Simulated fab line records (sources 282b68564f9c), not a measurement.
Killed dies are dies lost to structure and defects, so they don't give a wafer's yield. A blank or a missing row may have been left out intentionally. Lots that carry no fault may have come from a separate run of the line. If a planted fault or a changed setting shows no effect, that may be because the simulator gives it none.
fab line records    flow rit_cmos
[record] lots = 5  wafers = 23
route steps=202 shown NSD@132 PSD@143 SDANNEAL@155 PLDD@159 SILICIDE@162 CONTACT@168 M1@192
start_h: hours from the record's first day to the start of the lot's first wafer shown    wait_h: time in hours since the lot's previous step    " same as the row above    L1.1+2: a row that stands for several wafers    - either no value or no given start    * or withheld: withheld    < > ~ a bound
route shown NAME@n: a module of which the file shows steps, and the number in the route of the first    usual: the fault-free wafers' mean and standard deviation    same: alike in all rows    chamber/n: place in a boat    sites: each site's reading    _std_site: standard deviation across them    _edge_site: inner sites' mean taken away from outer sites' mean    radius_mm: for every site, how far away it sits from the centre of the wafer    mask NAME#n: copy n    behind: the last tool/chamber to shape the wafer    hold: why the lot was held/for how many hours/how that ended    device: whichever transistor did not switch (one of n, p or np)    end of line: tests run on the same wafers once the route is complete    where a step has no rows: the recipe by itself    killed: at the first sort, the dies lost to defects and structure; wafer yield is something else    map: the dies of a wafer, with x for killed, . for not killed, _ for no die there
set.NAME: the setting the step ran with; set.NAME@STEP: the setting that earlier step ran with    model.NAME: the simulator's own value behind a step, which no gauge read
lots whose settings were changed on purpose; a table a step, a row a wafer
[[steps]]
[step RIT_NSD_COAT_01]
[recipe] resist = NOVOLAK  spin_rpm = 3250  resist_thk_nm = 1000
lot.wafer   tool            chamber  start_h  wait_h  set.resist_thk_nm  model.NOVOLAK_of_NSD_COAT_01.thk_nm
L075.1      litho_track-02  0        53.27    0.1     1000               999.9
L075.2+4    "               0        "        "       1000               1002
L075.5      "               0        "        "       1000               999.4
L075.6      "               0        "        "       1000               1001
L078.1      litho_track-02  0        67.52    0.1     1000               998.9
L078.2+3+5  "               0        "        "       1000               1001
L078.6      "               0        "        "       1000               999.6
L080.1      litho_track-02  0        79.29    0.1     1000               1001
L080.2      "               0        "        "       1000               1003
L080.3      "               0        "        "       1024               1024
L080.4      "               0        "        "       1024               1025
L080.5      "               0        "        "       1024               1027
L081.1      litho_track-01  0        83.45    0.1     1000               999.6
L081.2      "               0        "        "       941.4              938.9
L081.3      "               0        "        "       1000               998.2
L081.5      "               0        "        "       941.4              939.3
L081.6      "               0        "        "       1000               999.7
L082.1      litho_track-01  0        87.01    0.1     1000               1002
L082.3      "               0        "        "       1000               1006
L082.6      "               0        "        "       1000               1003
[step RIT_NSD_SOFTBAKE_02]
[recipe] resist = NOVOLAK  temp_c = 90  time_s = 60
[step RIT_NSD_EXPOSE_03]
[recipe] mask_id = M9  na = 0.57  target_cd_nm = 40700  dose_mj = 250
[step RIT_NSD_DEVELOP_05]
[recipe] resist = NOVOLAK  develop_time_s = 50  dev_temp_c = 23
[step RIT_NSD_HARDBAKE_07]
[recipe] resist = NOVOLAK  temp_c = 140  time_s = 60
lot.wafer  tool            chamber  start_h  wait_h  set.resist_thk_nm@NSD_COAT_01  model.NOVOLAK_of_NSD_COAT_01.thk_nm
L075.1     litho_track-03  0        54.19    0.0     1000                           883.7
L075.2     "               0        "        "       1000                           885.7
L075.4     "               0        "        "       1000                           885.6
L075.5     "               0        "        "       1000                           883.2
L075.6     "               0        "        "       1000                           884.8
L078.1     litho_track-01  0        68.25    0.0     1000                           882.8
L078.2     "               0        "        "       1000                           884.2
L078.3     "               0        "        "       1000                           884.9
L078.5     "               0        "        "       1000                           885
L078.6     "               0        "        "       1000                           883.5
L080.1     litho_track-01  0        80.15    0.0     1000                           884.8
L080.2     "               0        "        "       1000                           886.5
L080.3     "               0        "        "       1024                           904.4
L080.4     "               0        "        "       1024                           905.8
L080.5     "               0        "        "       1024                           907.8
L081.1+6   litho_track-03  0        84.31    0.0     1000                           883.5
L081.2     "               0        "        "       941.4                          830.3
L081.3     "               0        "        "       1000                           882.2
L081.5     "               0        "        "       941.4                          830.6
L082.1     litho_track-01  0        87.75    0.0     1000                           885.6
L082.3     "               0        "        "       1000                           888.8
L082.6     "               0        "        "       1000                           886
[step RIT_NSD_IMPLANT_08]
[recipe] species = P  energy_kev = 25  dose_cm2 = 1e+15  tilt_deg = 7
lot.wafer   tool          chamber  start_h  wait_h  set.dose_cm2
L075.1+2+5  implanter-04  0        54.34    0.1     9.344e+14
L075.4+6    "             0        "        "       1e+15
L078.1+6    implanter-03  0        68.40    0.1     9.584e+14
L078.2+3+5  "             0        "        "       1e+15
L080.1+3+5  implanter-04  0        80.30    0.1     1e+15
L080.2+4    "             0        "        "       9.607e+14
L081.1+2+5  implanter-04  0        84.46    0.1     1e+15
L081.3+6    "             0        "        "       9.37e+14
L082.1+3+6  implanter-04  0        87.90    0.1     1e+15
[step RIT_NSD_STRIP_09]
[recipe] chemistry = O2  time_s = 180  resist = NOVOLAK  platen_temp_c = withheld  power_w = 500  pressure_mtorr = 4000  o2_flow_sccm = 4000
[step RIT_NSD_TW_MEAS_10]
[usual] NSD_TW = 3115/21
lot.wafer  tool           chamber  start_h  wait_h  set.dose_cm2@NSD_IMPLANT_08  NSD_TW
L075.1     film_metro-02  -        54.67    0.1     9.344e+14                    3076
L075.2     "              -        "        "       9.344e+14                    3096
L075.4     "              -        "        "       1e+15                        3141
L075.5     "              -        "        "       9.344e+14                    3068
L075.6     "              -        "        "       1e+15                        3122
L078.1     film_metro-02  -        68.73    0.1     9.584e+14                    3116
L078.2     "              -        "        "       1e+15                        3141
L078.3     "              -        "        "       1e+15                        3146
L078.5     "              -        "        "       1e+15                        3144
L078.6     "              -        "        "       9.584e+14                    3127
L080.1     film_metro-01  -        80.62    0.1     1e+15                        3117
L080.2     "              -        "        "       9.607e+14                    3082
L080.3     "              -        "        "       1e+15                        3117
L080.4     "              -        "        "       9.607e+14                    3081
L080.5     "              -        "        "       1e+15                        3130
L081.1     film_metro-01  -        84.79    0.1     1e+15                        3118
L081.2     "              -        "        "       1e+15                        3124
L081.3     "              -        "        "       9.37e+14                     3086
L081.5     "              -        "        "       1e+15                        3115
L081.6     "              -        "        "       9.37e+14                     3065
L082.1     film_metro-01  -        88.22    0.1     1e+15                        3119
L082.3     "              -        "        "       1e+15                        3129
L082.6     "              -        "        "       1e+15                        3116
[step RIT_PSD_COAT_01]
[recipe] resist = NOVOLAK  spin_rpm = 3250  resist_thk_nm = 1000
lot.wafer  tool            chamber  start_h  wait_h  set.resist_thk_nm  model.NOVOLAK_of_PSD_COAT_01.thk_nm
L075.1     litho_track-02  0        54.88    0.1     1000               998.9
L075.2     "               0        "        "       1023               1016
L075.4     "               0        "        "       1000               997.6
L075.5     "               0        "        "       1000               997.7
L075.6     "               0        "        "       1023               1022
L078.1     litho_track-04  0        68.94    0.1     1000               1001
L078.2     "               0        "        "       1000               999.1
L078.3     "               0        "        "       945.8              946.4
L078.5     "               0        "        "       945.8              946.3
L078.6     "               0        "        "       1000               999.2
L080.1     litho_track-01  0        80.83    0.1     1000               1001
L080.2     "               0        "        "       1032               1029
L080.3     "               0        "        "       1032               1027
L080.4     "               0        "        "       1000               997.3
L080.5     "               0        "        "       1000               1002
L081.1     litho_track-01  0        85.00    0.1     1044               1039
L081.2     "               0        "        "       1044               1042
L081.3     "               0        "        "       1044               1040
L081.5     "               0        "        "       1000               996.7
L081.6     "               0        "        "       1000               997.3
L082.1     litho_track-04  0        88.43    0.1     1000               1005
L082.3+6   "               0        "        "       1000               1001
[step RIT_PSD_SOFTBAKE_02]
[recipe] resist = NOVOLAK  temp_c = 90  time_s = 60
[step RIT_PSD_EXPOSE_03]
[recipe] mask_id = M10  na = 0.57  target_cd_nm = 40900  dose_mj = 250
[step RIT_PSD_DEVELOP_05]
[recipe] resist = NOVOLAK  develop_time_s = 50  dev_temp_c = 23
[step RIT_PSD_HARDBAKE_07]
[recipe] resist = NOVOLAK  temp_c = 140  time_s = 60
lot.wafer  tool            chamber  start_h  wait_h  set.resist_thk_nm@PSD_COAT_01  model.NOVOLAK_of_PSD_COAT_01.thk_nm
L075.1     litho_track-02  0        55.61    0.0     1000                           882.8
L075.2     "               0        "        "       1023                           897.5
L075.4     "               0        "        "       1000                           881.6
L075.5     "               0        "        "       1000                           881.8
L075.6     "               0        "        "       1023                           903
L078.1     litho_track-02  0        69.80    0.0     1000                           884.6
L078.2     "               0        "        "       1000                           882.9
L078.3     "               0        "        "       945.8                          836.9
L078.5     "               0        "        "       945.8                          836.8
L078.6     "               0        "        "       1000                           883
L080.1     litho_track-02  0        81.57    0.0     1000                           884.3
L080.2     "               0        "        "       1032                           909
L080.3     "               0        "        "       1032                           907.6
L080.4     "               0        "        "       1000                           881.4
L080.5     "               0        "        "       1000                           885.1
L081.1     litho_track-04  0        85.73    0.0     1044                           918.3
L081.2     "               0        "        "       1044                           920.5
L081.3     "               0        "        "       1044                           919.2
L081.5     "               0        "        "       1000                           880.8
L081.6     "               0        "        "       1000                           881.4
L082.1     litho_track-02  0        89.29    0.0     1000                           888.2
L082.3     "               0        "        "       1000                           884.5
L082.6     "               0        "        "       1000                           884.9
[step RIT_PSD_IMPLANT_08]
[recipe] species = BF2  energy_kev = 27  dose_cm2 = 5e+15  tilt_deg = 7
lot.wafer   tool          chamber  start_h  wait_h  set.energy_kev  model.implant.rp_nm  model.implant.drp_nm
L075.1+2+4  implanter-01  0        55.76    0.1     27              20.9                 12.05
L075.5+6    "             0        "        "       26.49           20.58                11.89
L078.1+3    implanter-02  0        69.95    0.1     27.63           23.13                12.24
L078.2+5+6  "             0        "        "       27              22.71                12.05
L080.1+4    implanter-02  0        81.72    0.1     27              21.75                12.05
L080.2+3+5  "             0        "        "       28.3            22.59                12.45
L081.1+3    implanter-04  0        85.88    0.1     27              21.8                 12.05
L081.2+5+6  "             0        "        "       27.85           22.34                12.31
L082.1+3+6  implanter-01  0        89.44    0.1     27              21.99                12.05
[step RIT_PSD_STRIP_09]
[recipe] chemistry = O2  time_s = 180  resist = NOVOLAK  platen_temp_c = withheld  power_w = 500  pressure_mtorr = 4000  o2_flow_sccm = 4000
[step RIT_SDANNEAL_CLEAN_02]
[recipe] chemistry = SC2  mix = 3:3:50  time_s = 600  temp_c = 75  dry = n2_spin
[step RIT_SDANNEAL_RTA_03]
[recipe] temp_c = 1050  time_s = 5  idle_temp_c = 600  ramp_up_c_per_s = 342  ramp_down_c_per_s = 171  cool_to_c = 600  ambient = N2
[step RIT_SDANNEAL_RS_MEAS_04]
[recipe] thk_meas_gauge = four-point-probe
[usual] PSD_RS = 115.9/0.32
lot.wafer  tool           chamber  start_h  wait_h  set.energy_kev@PSD_IMPLANT_08  PSD_RS[ohm/sq]
L075.1     film_metro-02  -        56.59    0.0     27                             115.4
L075.2     "              -        "        "       27                             115.5
L075.4     "              -        "        "       27                             115.5
L075.5     "              -        "        "       26.49                          116.7
L075.6     "              -        "        "       26.49                          116.7
L078.1     film_metro-02  -        70.76    0.0     27.63                          114.8
L078.2     "              -        "        "       27                             115.9
L078.3     "              -        "        "       27.63                          114.8
L078.5     "              -        "        "       27                             116.0
L078.6     "              -        "        "       27                             116.0
L080.1     film_metro-01  -        83.23    0.0     27                             115.3
L080.2     "              -        "        "       28.3                           113.1
L080.3     "              -        "        "       28.3                           112.7
L080.4     "              -        "        "       27                             115.3
L080.5     "              -        "        "       28.3                           112.7
L081.1     film_metro-02  -        87.04    0.0     27                             115.7
L081.2     "              -        "        "       27.85                          114.0
L081.3     "              -        "        "       27                             115.8
L081.5     "              -        "        "       27.85                          113.9
L081.6     "              -        "        "       27.85                          114.1
L082.1     film_metro-01  -        90.62    0.0     27                             116.2
L082.3     "              -        "        "       27                             116.3
L082.6     "              -        "        "       27                             115.9
[step RIT_SDANNEAL_RS_MEAS_05]
[recipe] thk_meas_gauge = four-point-probe
[usual] NSD_RS = 84.50/0.29
lot.wafer  tool           chamber  start_h  wait_h  set.dose_cm2@NSD_IMPLANT_08  NSD_RS[ohm/sq]
L075.1     film_metro-02  -        56.71    0.1     9.344e+14                    89.51
L075.2     "              -        "        "       9.344e+14                    89.62
L075.4     "              -        "        "       1e+15                        85.08
L075.5     "              -        "        "       9.344e+14                    89.32
L075.6     "              -        "        "       1e+15                        84.70
L078.1     film_metro-02  -        70.88    0.1     9.584e+14                    87.47
L078.2     "              -        "        "       1e+15                        84.51
L078.3     "              -        "        "       1e+15                        84.36
L078.5     "              -        "        "       1e+15                        84.53
L078.6     "              -        "        "       9.584e+14                    87.22
L080.1     film_metro-01  -        83.35    0.1     1e+15                        84.53
L080.2     "              -        "        "       9.607e+14                    87.62
L080.3     "              -        "        "       1e+15                        85.17
L080.4     "              -        "        "       9.607e+14                    87.23
L080.5     "              -        "        "       1e+15                        84.69
L081.1     film_metro-02  -        87.16    0.1     1e+15                        84.83
L081.2     "              -        "        "       1e+15                        84.86
L081.3     "              -        "        "       9.37e+14                     89.01
L081.5     "              -        "        "       1e+15                        84.61
L081.6     "              -        "        "       9.37e+14                     89.13
L082.1     film_metro-01  -        90.74    0.1     1e+15                        84.31
L082.3     "              -        "        "       1e+15                        84.18
L082.6     "              -        "        "       1e+15                        84.62
[step RIT_SDANNEAL_RS_MEAS_06]
[recipe] thk_meas_gauge = four-point-probe
[usual] PLDD_RS = 178.8/0.55
lot.wafer  tool           chamber  start_h  wait_h  set.energy_kev@PLDD_IMPLANT_08  PLDD_RS[ohm/sq]
L075.1     film_metro-02  -        56.83    0.1     20                              179.1
L075.2     "              -        "        "       20                              178.7
L075.4     "              -        "        "       20                              179.0
L075.5     "              -        "        "       20                              179.3
L075.6     "              -        "        "       20                              178.8
L078.1     film_metro-02  -        71.00    0.1     20                              179.9
L078.2     "              -        "        "       18.98                           183.2
L078.3     "              -        "        "       20                              179.2
L078.5     "              -        "        "       18.98                           183.1
L078.6     "              -        "        "       20                              179.7
L080.1     film_metro-01  -        83.47    0.1     20                              178.1
L080.2     "              -        "        "       20                              178.0
L080.3     "              -        "        "       20                              177.8
L080.4     "              -        "        "       20                              178.1
L080.5     "              -        "        "       20                              178.2
L081.1     film_metro-02  -        87.28    0.1     19.42                           181.1
L081.2     "              -        "        "       20                              179.2
L081.3     "              -        "        "       19.42                           180.7
L081.5     "              -        "        "       19.42                           180.4
L081.6     "              -        "        "       20                              179.1
L082.1     film_metro-01  -        90.86    0.1     20                              178.5
L082.3     "              -        "        "       20                              178.9
L082.6     "              -        "        "       20                              178.7
[step RIT_SILICIDE_SPUTTER_01]
[recipe] material = Ti  target_thk_nm = 30  power_w = 350  chamber_pressure_pa = 0.667  gas = Ar  time_s = 240  substrate_temp_c = 25
lot.wafer  tool            chamber  start_h  wait_h  set.time_s  model.Ti_of_SILICIDE_SPUTTER_01.thk_nm
L075.1     pvd_sputter-04  -        57.08    0.0     240         30.27
L075.2     "               -        "        "       240         30.29
L075.4     "               -        "        "       274.5       34.56
L075.5     "               -        "        "       274.5       34.65
L075.6     "               -        "        "       274.5       34.62
L078.1     pvd_sputter-02  -        71.25    0.0     240         29.31
L078.2     "               -        "        "       240         30.42
L078.3     "               -        "        "       217.5       26.92
L078.5     "               -        "        "       240         30.26
L078.6     "               -        "        "       217.5       26.53
L080.1     pvd_sputter-02  -        83.73    0.0     228.6       29.11
L080.2     "               -        "        "       228.6       28.43
L080.3     "               -        "        "       228.6       28.62
L080.4     "               -        "        "       240         29.59
L080.5     "               -        "        "       240         30
L081.1     pvd_sputter-04  -        87.54    0.0     249.3       30.83
L081.2     "               -        "        "       240         29.35
L081.3     "               -        "        "       240         30.24
L081.5     "               -        "        "       249.3       30.89
L081.6     "               -        "        "       240         29.38
L082.1     pvd_sputter-02  -        91.11    0.0     240         30
L082.3     "               -        "        "       240         29.67
L082.6     "               -        "        "       240         29.15
[step RIT_SILICIDE_RS_MEAS_02]
[recipe] thk_meas_gauge = four-point-probe  reads = Ti_of_SILICIDE_SPUTTER_01
[usual] SILICIDE_TI_RS = 48.1/0.84
lot.wafer  tool           chamber  start_h  wait_h  set.time_s@SILICIDE_SPUTTER_01  SILICIDE_TI_RS[ohm/sq]
L075.1     film_metro-03  -        57.23    0.1     240                             47.4
L075.2     "              -        "        "       240                             47.3
L075.4     "              -        "        "       274.5                           40.1
L075.5     "              -        "        "       274.5                           40.0
L075.6     "              -        "        "       274.5                           40.1
L078.1     film_metro-04  -        71.40    0.1     240                             49.4
L078.2     "              -        "        "       240                             47.2
L078.3     "              -        "        "       217.5                           54.9
L078.5     "              -        "        "       240                             47.3
L078.6     "              -        "        "       217.5                           55.9
L080.1     film_metro-02  -        83.88    0.1     228.6                           49.7
L080.2     "              -        "        "       228.6                           51.2
L080.3     "              -        "        "       228.6                           50.8
L080.4     "              -        "        "       240                             48.7
L080.5     "              -        "        "       240                             47.9
L081.1     film_metro-04  -        87.69    0.1     249.3                           46.4
L081.2     "              -        "        "       240                             49.4
L081.3     "              -        "        "       240                             47.4
L081.5     "              -        "        "       249.3                           46.2
L081.6     "              -        "        "       240                             49.1
L082.1     film_metro-02  -        91.26    0.1     240                             47.9
L082.3     "              -        "        "       240                             48.6
L082.6     "              -        "        "       240                             49.7
[step RIT_SILICIDE_THK_MEAS_03]
[recipe] thk_meas_gauge = xrf  reads = Ti_of_SILICIDE_SPUTTER_01
[usual] SILICIDE_TI_THK = 30.1/0.42
lot.wafer  tool           chamber  start_h  wait_h  set.time_s@SILICIDE_SPUTTER_01  SILICIDE_TI_THK[nm]
L075.1     film_metro-03  -        57.35    0.1     240                             30.4
L075.2     "              -        "        "       240                             30.5
L075.4     "              -        "        "       274.5                           34.9
L075.5     "              -        "        "       274.5                           34.8
L075.6     "              -        "        "       274.5                           34.9
L078.1     film_metro-04  -        71.52    0.1     240                             29.5
L078.2     "              -        "        "       240                             30.5
L078.3     "              -        "        "       217.5                           27.1
L078.5     "              -        "        "       240                             30.6
L078.6     "              -        "        "       217.5                           26.6
L080.1     film_metro-02  -        84.00    0.1     228.6                           29.2
L080.2     "              -        "        "       228.6                           28.6
L080.3     "              -        "        "       228.6                           28.7
L080.4     "              -        "        "       240                             29.7
L080.5     "              -        "        "       240                             30.2
L081.1     film_metro-04  -        87.81    0.1     249.3                           30.9
L081.2     "              -        "        "       240                             29.3
L081.3     "              -        "        "       240                             30.3
L081.5     "              -        "        "       249.3                           31.0
L081.6     "              -        "        "       240                             29.6
L082.1     film_metro-02  -        91.38    0.1     240                             30.2
L082.3     "              -        "        "       240                             29.8
L082.6     "              -        "        "       240                             29.5
[step RIT_CONTACT_CVD_00]
[recipe] material = SiO2  target_thk_nm = 400  precursor = TEOS  temp_c = 390  time_s = 61  rf_w = 400
lot.wafer  tool      chamber  start_h  wait_h  set.time_s  model.SiO2_of_CONTACT_CVD_00.thk_nm
L075.1     pecvd-01  0        57.59    0.1     65.38       411.9
L075.2     "         1        "        "       65.38       422.2
L075.4     "         2        "        "       61          401.5
L075.5     "         0        "        "       61          394.7
L075.6     "         1        "        "       65.38       431.2
L078.1     pecvd-01  2        71.76    0.1     54.33       358.3
L078.2     "         1        "        "       54.33       356.6
L078.3     "         0        "        "       54.33       347
L078.5     "         0        "        "       61          403
L078.6     "         2        "        "       61          407.8
L080.1     pecvd-02  1        84.24    0.1     61          400.2
L080.2     "         2        "        "       51.97       346.2
L080.3     "         0        "        "       61          396.6
L080.4     "         0        "        "       61          406.5
L080.5     "         2        "        "       51.97       351.1
L081.1     pecvd-01  2        88.04    0.1     61          400
L081.2     "         0        "        "       61          394.6
L081.3     "         1        "        "       61          398.8
L081.5     "         0        "        "       61          399
L081.6     "         1        "        "       61          403.9
L082.1     pecvd-04  1        91.63    0.1     61          391.9
L082.3     "         2        "        "       61          393.8
L082.6     "         2        "        "       61          398.3
[step RIT_CONTACT_THK_MEAS_01]
[recipe] reads = SiO2_of_CONTACT_CVD_00
[usual] CONTACT_TEOS_THK = 399/6
lot.wafer  tool           chamber  start_h  wait_h  set.time_s@CONTACT_CVD_00  CONTACT_TEOS_THK[nm]
L075.1     film_metro-01  -        57.64    0.0     65.38                      412
L075.2     "              -        "        "       65.38                      422
L075.4     "              -        "        "       61                         402
L075.5     "              -        "        "       61                         395
L075.6     "              -        "        "       65.38                      431
L078.1     film_metro-01  -        71.81    0.0     54.33                      358
L078.2     "              -        "        "       54.33                      357
L078.3     "              -        "        "       54.33                      347
L078.5     "              -        "        "       61                         403
L078.6     "              -        "        "       61                         408
L080.1     film_metro-02  -        84.29    0.0     61                         400
L080.2     "              -        "        "       51.97                      346
L080.3     "              -        "        "       61                         396
L080.4     "              -        "        "       61                         407
L080.5     "              -        "        "       51.97                      351
L081.1     film_metro-02  -        88.09    0.0     61                         400
L081.2     "              -        "        "       61                         394
L081.3     "              -        "        "       61                         399
L081.5     "              -        "        "       61                         399
L081.6     "              -        "        "       61                         404
L082.1     film_metro-03  -        91.68    0.0     61                         392
L082.3     "              -        "        "       61                         394
L082.6     "              -        "        "       61                         398
[step RIT_M1_DEVELOP_08]
[recipe] resist = NOVOLAK  develop_time_s = 68  dev_temp_c = 23
lot.wafer       tool            chamber  start_h  wait_h  set.develop_time_s
L075.1+4+6      litho_track-04  0        -        -       76.14
L075.2+5        "               0        "        "       68
L078.1+3        litho_track-03  0        -        -       68
L078.2+5+6      "               0        "        "       64.46
L080.1+4        litho_track-04  0        -        -       68
L080.2+3+5      "               0        "        "       76.41
L081.1+2+3+5+6  litho_track-04  0        -        -       68
L082.1+3+6      litho_track-04  0        -        -       68
[step RIT_M1_CD_MEAS_09]
[recipe] target_cd_nm = 2600
[usual] cd_nm = 2599.9/2.8
lot.wafer  tool       chamber  start_h  wait_h  set.develop_time_s@M1_DEVELOP_08  cd_nm
L075.1     cd_sem-02  -        61.18    -       76.14                             2587.5
L075.2     "          -        "        "       68                                2597.7
L075.4     "          -        "        "       76.14                             2588.3
L075.5     "          -        "        "       68                                2594.2
L075.6     "          -        "        "       76.14                             2586.1
L078.1     cd_sem-02  -        75.59    -       68                                2598.5
L078.2     "          -        "        "       64.46                             2603.5
L078.3     "          -        "        "       68                                2599.8
L078.5     "          -        "        "       64.46                             2603.7
L078.6     "          -        "        "       64.46                             2603.0
L080.1     cd_sem-02  -        88.14    -       68                                2599.2
L080.2     "          -        "        "       76.41                             2588.3
L080.3     "          -        "        "       76.41                             2589.0
L080.4     "          -        "        "       68                                2599.6
L080.5     "          -        "        "       76.41                             2589.2
L081.1     cd_sem-02  -        91.78    -       68                                2606.2
L081.2     "          -        "        "       68                                2604.3
L081.3     "          -        "        "       68                                2605.5
L081.5     "          -        "        "       68                                2606.1
L081.6     "          -        "        "       68                                2604.4
L082.1     cd_sem-02  -        95.32    -       68                                2597.4
L082.3     "          -        "        "       68                                2595.7
L082.6     "          -        "        "       68                                2597.9
[step RIT_M1_HARDBAKE_11]
[recipe] resist = NOVOLAK  temp_c = 140  time_s = 120
[step RIT_M1_METAL_ETCH_12]
[recipe] stop_on = SiO2  chemistry = Cl2/BCl3  target = Al  time_s = 165  over_etch_frac = 0.5  pressure_mtorr = 100  target_depth_a = 6000  rf_w = 250  Cl2_flow_sccm = 60  bcl3_flow_sccm = 50
lot.wafer  tool          chamber  start_h  wait_h  set.time_s@CONTACT_CVD_00  model.SiO2_of_CONTACT_CVD_00.thk_nm
L075.1     rie_metal-01  1        61.59    0.2     65.38                      376.3
L075.2     "             0        "        "       65.38                      383.9
L075.4     "             1        "        "       61                         365.8
L075.5     "             1        "        "       61                         359.1
L075.6     "             0        "        "       65.38                      392.9
L078.1     rie_metal-01  1        76.00    0.2     54.33                      322.7
L078.2     "             0        "        "       54.33                      318.4
L078.3     "             1        "        "       54.33                      311.3
L078.5     "             0        "        "       61                         364.7
L078.6     "             1        "        "       61                         372.1
L080.1     rie_metal-04  0        88.54    0.2     61                         364.5
L080.2     "             0        "        "       51.97                      310.3
L080.3     "             0        "        "       61                         361.3
L080.4     "             0        "        "       61                         370.7
L080.5     "             0        "        "       51.97                      315.3
L081.1     rie_metal-01  0        92.18    0.2     61                         361.8
L081.2     "             1        "        "       61                         358.9
L081.3     "             1        "        "       61                         363.4
L081.5     "             0        "        "       61                         360.8
L081.6     "             1        "        "       61                         368.3
L082.1     rie_metal-02  1        95.73    0.2     61                         354.3
L082.3     "             1        "        "       61                         356.3
L082.6     "             1        "        "       61                         360.5
[[key]]
[split] step = RIT_NSD_COAT_01  setting = resist_thk_nm  stated = 1000  by = wafer
[response] step = RIT_NSD_COAT_01  reading = model.NOVOLAK_of_NSD_COAT_01.thk_nm  change = +10.2  per = 1%  r = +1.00
[response] step = RIT_NSD_HARDBAKE_07  reading = model.NOVOLAK_of_NSD_COAT_01.thk_nm  change = +8.91  per = 1%  r = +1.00
[split] step = RIT_NSD_IMPLANT_08  setting = dose_cm2  stated = 1e+15  by = wafer
[response] step = RIT_NSD_TW_MEAS_10  reading = NSD_TW  change = +7.39  per = 1%  r = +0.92
[response] step = RIT_SDANNEAL_RS_MEAS_05  reading = NSD_RS  change = -0.689  per = 1%  r = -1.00
[split] step = RIT_PSD_COAT_01  setting = resist_thk_nm  stated = 1000  by = wafer
[response] step = RIT_PSD_COAT_01  reading = model.NOVOLAK_of_PSD_COAT_01.thk_nm  change = +9.64  per = 1%  r = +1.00
[response] step = RIT_PSD_HARDBAKE_07  reading = model.NOVOLAK_of_PSD_COAT_01.thk_nm  change = +8.43  per = 1%  r = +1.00
[split] step = RIT_PSD_IMPLANT_08  setting = energy_kev  stated = 27  by = wafer
[response] step = RIT_PSD_IMPLANT_08  reading = model.implant.rp_nm  change = +0.174  per = 1%  r = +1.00
[response] step = RIT_PSD_IMPLANT_08  reading = model.implant.drp_nm  change = +0.0843  per = 1%  r = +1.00
[response] step = RIT_SDANNEAL_RS_MEAS_04  reading = PSD_RS  change = -0.529  per = 1%  r = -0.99
[split] step = RIT_SILICIDE_SPUTTER_01  setting = time_s  stated = 240  by = wafer
[response] step = RIT_SILICIDE_SPUTTER_01  reading = model.Ti_of_SILICIDE_SPUTTER_01.thk_nm  change = +0.309  per = 1%  r = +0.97
[response] step = RIT_SILICIDE_RS_MEAS_02  reading = SILICIDE_TI_RS  change = -0.586  per = 1%  r = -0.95
[response] step = RIT_SILICIDE_THK_MEAS_03  reading = SILICIDE_TI_THK  change = +0.317  per = 1%  r = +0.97
[split] step = RIT_CONTACT_CVD_00  setting = time_s  stated = 61  by = wafer
[response] step = RIT_CONTACT_CVD_00  reading = model.SiO2_of_CONTACT_CVD_00.thk_nm  change = +3.87  per = 1%  r = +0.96
[response] step = RIT_CONTACT_THK_MEAS_01  reading = CONTACT_TEOS_THK  change = +3.87  per = 1%  r = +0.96
[response] step = RIT_M1_METAL_ETCH_12  reading = model.SiO2_of_CONTACT_CVD_00.thk_nm  change = +3.83  per = 1%  r = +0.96
[split] step = RIT_M1_DEVELOP_08  setting = develop_time_s  stated = 68  by = wafer
[response] step = RIT_M1_CD_MEAS_09  reading = cd_nm  change = -0.791  per = 1%  r = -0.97
split outside_this_file step=RIT_PLDD_IMPLANT_08 setting=energy_kev
// split outside_this_file: this setting was split too, and the file shows its column; the key of that split is in another file
